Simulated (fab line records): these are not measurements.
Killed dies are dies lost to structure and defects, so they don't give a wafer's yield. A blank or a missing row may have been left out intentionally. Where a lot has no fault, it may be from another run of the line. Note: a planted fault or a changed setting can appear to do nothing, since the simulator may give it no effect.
A lot that was struck, set against a sound lot ; flow rit_cmos ; 39 steps out of a route of 202
Sound: wafers L402.3, L402.4, L402.6. The struck wafers were L408.2, L408.4, L408.6. At the end, the cause is stated.
At each step with rows: each side's tool, then ch and its chambers, then its first start. Under that, the readings that differ: sound wafers ; struck wafers ; difference of the means ; sigmas: that difference in standard deviations of wafers without a fault.
alike: words and numbers the same on both sides, and readings whose means are apart by under 2 such deviations; not compared: readings that were withheld, readings missing a value for some wafer, numbers with overlapping values and no deviation given by the record, and bounds like >300 which may hide the same value.
Wherever a step has rows on one side only, a row that says differs or no value, or a row with sigmas, the two part there. Numbers that have no deviation but don't overlap get no sigmas and don't part them. A reading that every wafer of one side lacks parts them only if that side has two wafers or more.

first, 3 steps without rows for these wafers: RIT_GATE_EXPOSE_13 (exposes mask M6, target cd 150 nm); RIT_GATE_PEB_14; RIT_GATE_DEVELOP_15 (develop time 50 s).
RIT_GATE_CD_MEAS_16: the cd target is 150 nm.
  sound: cd_sem-01 at day 3 20:59; struck: cd_sem-02 at day 4 23:17
  alike: cd_nm
RIT_GATE_OVL_MEAS_17:
  sound: overlay-01 at day 3 21:05; struck: overlay-01 at day 4 23:23
  alike: GATE_OVL
then, 1 step without rows for these wafers: RIT_GATE_HARDBAKE_18 (time 60 s).
RIT_GATE_ETCH_19: etches poly-Si in SF6/CHF3/O2, stops on SiO2, time 165 s, target depth 312.5 nm.
  sound on rie_si-02 ch 1,3, day 3 21:15; struck on rie_si-02 ch 0,1,3, day 4 23:34
  alike: drypump_motor_current_A, oes_product_au, throttle_valve_pct
  not compared: rf_hours_counter_h
RIT_GATE_STRIP_20: strips in O2, time 180 s.
  sound on plasma_asher-01 ch 0,1, day 3 21:25; struck on plasma_asher-03 ch 0,1, day 4 23:40
  alike: drypump_motor_current_A
  not compared: rf_hours_counter_h
RIT_GATE_CD_MEAS_90: the cd target is 150 nm.
  sound: cd_sem-02 at day 3 21:35; struck: cd_sem-01 at day 4 23:52
  alike: cd_nm
then, 3 steps without rows for these wafers: RIT_REOX_CLEAN_00 (cleans in SC1, time 600 s); RIT_REOX_CLEAN_01 (cleans in dHF, time 30 s); RIT_REOX_CLEAN_02 (cleans in SC2, time 600 s).
RIT_REOX_OXIDATION_03: target thk 25.2 nm, ox time 5580 s.
  sound on furnace-01 ch 0, day 3 22:01; struck on furnace-01 ch 0, day 5 01:24
reading;sound;struck;difference;sigmas
spike_tc_centre_C (C);903.6 902.1 903.7;917.9 917.3 914.4;+13.4;+10
spike_tc_load_C (C);925.2 923.1 925.2;938.8 939.3 940.7;+15.1;+10
spike_tc_source_C (C);923 924 922;938 938 939;+15;+4
tube_center_temp_C (C);899.91 899.93 899.98;915.07 915.08 915.02;+15.12;+99 or more
tube_center_temp_C_max;902.0 902.0 901.7;917.1 917.1 917.4;+15.3;+37
model.SiO2_of_REOX_OXIDATION_03.thk_nm (nm);25.29 25 25.65;29.23 30.03 29.38;+4.23;
RIT_REOX_THK_MEAS_04:
  sound: film_metro-04 at day 4 00:35; struck: film_metro-04 at day 5 03:58
reading;sound;struck;difference;sigmas
REOX_OXIDE_THK (nm);25.3 24.9 25.6;29.3 30.0 29.4;+4.3;+8
then, 6 steps without rows for these wafers: RIT_NLDD_HMDS_00 (prime time 60 s); RIT_NLDD_COAT_01 (resist thk 1000 nm); RIT_NLDD_SOFTBAKE_02 (time 60 s); RIT_NLDD_EXPOSE_03 (exposes mask M7, target cd 40700 nm); RIT_NLDD_PEB_04; RIT_NLDD_DEVELOP_05 (develop time 50 s).
RIT_NLDD_OVL_MEAS_06:
  sound: overlay-01 at day 4 01:37; struck: overlay-01 at day 5 04:59
  alike: NLDD_OVL
then, 2 steps without rows for these wafers: RIT_NLDD_HARDBAKE_07 (time 60 s); RIT_NLDD_IMPLANT_08.
RIT_NLDD_STRIP_09: strips in O2, time 180 s.
  sound on plasma_asher-02 ch 0,1, day 4 02:00; struck on plasma_asher-02 ch 0,1, day 5 05:19
  alike: drypump_motor_current_A
  not compared: rf_hours_counter_h
RIT_NLDD_TW_MEAS_10:
  sound: film_metro-02 at day 4 02:08; struck: film_metro-04 at day 5 05:30
reading;sound;struck;difference;sigmas
NLDD_TW;2446 2468 2468;2512 2507 2511;+49;+3
then, 6 steps without rows for these wafers: RIT_PLDD_HMDS_00 (prime time 60 s); RIT_PLDD_COAT_01 (resist thk 1000 nm); RIT_PLDD_SOFTBAKE_02 (time 60 s); RIT_PLDD_EXPOSE_03 (exposes mask M8, target cd 40900 nm); RIT_PLDD_PEB_04; RIT_PLDD_DEVELOP_05 (develop time 50 s).
RIT_PLDD_OVL_MEAS_06:
  sound: overlay-02 at day 4 03:10; struck: overlay-02 at day 5 06:32
  alike: PLDD_OVL
then, 2 steps without rows for these wafers: RIT_PLDD_HARDBAKE_07 (time 60 s); RIT_PLDD_IMPLANT_08.
RIT_PLDD_STRIP_09: strips in O2, time 180 s.
  sound on plasma_asher-02 ch 0,1, day 4 03:33; struck on plasma_asher-04 ch 1, day 5 06:52
  alike: drypump_motor_current_A
  not compared: rf_hours_counter_h
RIT_PLDD_TW_MEAS_10:
  sound: film_metro-03 at day 4 03:41; struck: film_metro-03 at day 5 07:03
  alike: PLDD_TW
RIT_SPACER_CLEAN_00: cleans in SC1, time 600 s.
  sound on wet_bench-02 ch 0, day 4 03:44; struck on wet_bench-01 ch 3, day 5 07:06
reading;sound;struck;difference;sigmas
model.SiO2_of_REOX_OXIDATION_03.thk_nm (nm);23.39 23.13 23.72;26.98 27.72 27.11;+3.86;
then, 1 step without rows for these wafers: RIT_SPACER_CLEAN_01 (cleans in dHF, time 30 s).
RIT_M1_PROBE_99:
  sound: prober-01 at day 4 17:23; struck: prober-01 at day 5 21:42
reading;sound;struck;difference;sigmas
model.etest.pmos_turned.r_on_ohm_um;3391 3460 3435;4371 4741 4476;+1101;
model.etest.pmos_0p3.r_on_ohm_um;6039 6157 6022;6592 6627 6633;+545;
model.etest.pmos_0p15.r_on_ohm_um;2741 2821 2758;3162 3260 3192;+431;
model.etest.pldd.rs_ohm_sq;527.2 511.2 549.8;788.4 878.8 809.7;+296.2;
model.etest.nmos_0p3.r_on_ohm_um;2081 2142 2092;2167 2182 2158;+64;
model.etest.nmos_turned.drive_ua_um;322.2 320.4 311.9;250 230.5 240.9;-78;
model.etest.pldd.line_ohm_um;165.8 158.7 169.7;246.6 272.4 252.6;+92.5;
  alike: killed_at_contacts, killed_at_front_end, killed_dies, killed_open, killed_short
  not compared: model.etest.nmos_0p15.r_on_ohm_um

WHERE THEY PART
Last at RIT_NLDD_TW_MEAS_10 as far as this record goes, first at RIT_REOX_OXIDATION_03. Later steps at which nothing parts them and some readings are alike: RIT_PLDD_OVL_MEAS_06, RIT_PLDD_STRIP_09, RIT_PLDD_TW_MEAS_10, RIT_M1_PROBE_99.

WHY: what the simulator had put in
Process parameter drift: furnace-01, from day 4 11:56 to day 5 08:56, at RIT_REOX_OXIDATION_03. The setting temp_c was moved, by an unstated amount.
